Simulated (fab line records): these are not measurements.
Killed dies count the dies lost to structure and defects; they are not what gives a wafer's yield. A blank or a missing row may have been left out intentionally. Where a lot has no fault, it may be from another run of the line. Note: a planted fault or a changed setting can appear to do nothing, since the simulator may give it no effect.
Split-lot study || flow berkeley_cmos170 || 23 wafers read from 5 lots, route of 331 steps

THE SPLIT
At UCB170_SACOX_OXIDATION_01 (target thk 14.4 nm, ox time 2400 s), the setting ox_time_s was moved away from the recipe's 2400 s on 10 of the 23 wafers read, by +7.2% to +13.6%. For the rest of the wafers, this setting stayed at what the recipe calls for.

The file shows no step between the split and the reading.

THE READING
SACOX_OXIDE_THK at UCB170_SACOX_THK_MEAS_02, in nm. On this fab line, fault-free wafers typically give 14.30 nm with a standard deviation of 0.2 nm.

{"wafer": "L074.1", "tool, chamber at the split": "-, -", "ox_time_s as run, s": 2400, "against the recipe": "recipe", "SACOX_OXIDE_THK, nm": 14.02, "against lot-mates on the recipe": "-"}
{"wafer": "L074.3", "tool, chamber at the split": "-, -", "ox_time_s as run, s": 2400, "against the recipe": "recipe", "SACOX_OXIDE_THK, nm": 14.10, "against lot-mates on the recipe": "-"}
{"wafer": "L074.4", "tool, chamber at the split": "-, -", "ox_time_s as run, s": 2400, "against the recipe": "recipe", "SACOX_OXIDE_THK, nm": 14.10, "against lot-mates on the recipe": "-"}
{"wafer": "L074.5", "tool, chamber at the split": "-, -", "ox_time_s as run, s": 2400, "against the recipe": "recipe", "SACOX_OXIDE_THK, nm": 14.45, "against lot-mates on the recipe": "-"}
{"wafer": "L074.6", "tool, chamber at the split": "-, -", "ox_time_s as run, s": 2400, "against the recipe": "recipe", "SACOX_OXIDE_THK, nm": 14.07, "against lot-mates on the recipe": "-"}
{"wafer": "L076.1", "tool, chamber at the split": "-, -", "ox_time_s as run, s": 2726, "against the recipe": "+13.6%", "SACOX_OXIDE_THK, nm": 15.13, "against lot-mates on the recipe": "no lot-mate on the recipe"}
{"wafer": "L076.2", "tool, chamber at the split": "-, -", "ox_time_s as run, s": 2726, "against the recipe": "+13.6%", "SACOX_OXIDE_THK, nm": 15.53, "against lot-mates on the recipe": "no lot-mate on the recipe"}
{"wafer": "L076.3", "tool, chamber at the split": "-, -", "ox_time_s as run, s": 2726, "against the recipe": "+13.6%", "SACOX_OXIDE_THK, nm": 15.59, "against lot-mates on the recipe": "no lot-mate on the recipe"}
{"wafer": "L076.5", "tool, chamber at the split": "-, -", "ox_time_s as run, s": 2726, "against the recipe": "+13.6%", "SACOX_OXIDE_THK, nm": 15.31, "against lot-mates on the recipe": "no lot-mate on the recipe"}
{"wafer": "L076.6", "tool, chamber at the split": "-, -", "ox_time_s as run, s": 2726, "against the recipe": "+13.6%", "SACOX_OXIDE_THK, nm": 15.53, "against lot-mates on the recipe": "no lot-mate on the recipe"}
{"wafer": "L077.2", "tool, chamber at the split": "-, -", "ox_time_s as run, s": 2573, "against the recipe": "+7.2%", "SACOX_OXIDE_THK, nm": 14.80, "against lot-mates on the recipe": "no lot-mate on the recipe"}
{"wafer": "L077.3", "tool, chamber at the split": "-, -", "ox_time_s as run, s": 2573, "against the recipe": "+7.2%", "SACOX_OXIDE_THK, nm": 14.82, "against lot-mates on the recipe": "no lot-mate on the recipe"}
{"wafer": "L077.4", "tool, chamber at the split": "-, -", "ox_time_s as run, s": 2573, "against the recipe": "+7.2%", "SACOX_OXIDE_THK, nm": 14.80, "against lot-mates on the recipe": "no lot-mate on the recipe"}
{"wafer": "L077.5", "tool, chamber at the split": "-, -", "ox_time_s as run, s": 2573, "against the recipe": "+7.2%", "SACOX_OXIDE_THK, nm": 14.86, "against lot-mates on the recipe": "no lot-mate on the recipe"}
{"wafer": "L077.6", "tool, chamber at the split": "-, -", "ox_time_s as run, s": 2573, "against the recipe": "+7.2%", "SACOX_OXIDE_THK, nm": 14.84, "against lot-mates on the recipe": "no lot-mate on the recipe"}
{"wafer": "L084.2", "tool, chamber at the split": "-, -", "ox_time_s as run, s": 2400, "against the recipe": "recipe", "SACOX_OXIDE_THK, nm": 14.24, "against lot-mates on the recipe": "-"}
{"wafer": "L084.3", "tool, chamber at the split": "-, -", "ox_time_s as run, s": 2400, "against the recipe": "recipe", "SACOX_OXIDE_THK, nm": 14.21, "against lot-mates on the recipe": "-"}
{"wafer": "L084.4", "tool, chamber at the split": "-, -", "ox_time_s as run, s": 2400, "against the recipe": "recipe", "SACOX_OXIDE_THK, nm": 14.45, "against lot-mates on the recipe": "-"}
{"wafer": "L084.5", "tool, chamber at the split": "-, -", "ox_time_s as run, s": 2400, "against the recipe": "recipe", "SACOX_OXIDE_THK, nm": 14.09, "against lot-mates on the recipe": "-"}
{"wafer": "L084.6", "tool, chamber at the split": "-, -", "ox_time_s as run, s": 2400, "against the recipe": "recipe", "SACOX_OXIDE_THK, nm": 14.33, "against lot-mates on the recipe": "-"}
{"wafer": "L085.3", "tool, chamber at the split": "furnace-01, 0", "ox_time_s as run, s": 2400, "against the recipe": "recipe", "SACOX_OXIDE_THK, nm": 14.35, "against lot-mates on the recipe": "-"}
{"wafer": "L085.4", "tool, chamber at the split": "furnace-01, 0", "ox_time_s as run, s": 2400, "against the recipe": "recipe", "SACOX_OXIDE_THK, nm": 14.13, "against lot-mates on the recipe": "-"}
{"wafer": "L085.6", "tool, chamber at the split": "furnace-01, 0", "ox_time_s as run, s": 2400, "against the recipe": "recipe", "SACOX_OXIDE_THK, nm": 14.24, "against lot-mates on the recipe": "-"}

FIT RESULTS
A straight line over all 23 wafers: SACOX_OXIDE_THK changes by +0.0881 nm for each +1% of ox_time_s; r = +0.97; the points scatter about the line by 0.14 nm.
Too few moved wafers have a lot-mate on the recipe to fit a line with each lot's own level taken away.

THE WHOLE CHAIN: every reading that the file lists as answering this split, in the file's order
{"step": "UCB170_SACOX_OXIDATION_01", "what it does": "target thk 14.4 nm, ox time 2400 s", "reading": "SiO2_of_SACOX_OXIDATION_01.thk_nm (the simulator's own value, which no gauge read)", "change (the file's fit)": "+0.0876 nm for each +1% of the setting", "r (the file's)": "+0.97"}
{"step": "UCB170_SACOX_THK_MEAS_02", "what it does": "", "reading": "SACOX_OXIDE_THK", "change (the file's fit)": "+0.0879 for each +1% of the setting", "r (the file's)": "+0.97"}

FILE'S OWN FIT
SACOX_OXIDE_THK changes by +0.0879 nm for each +1% of ox_time_s, r = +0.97.
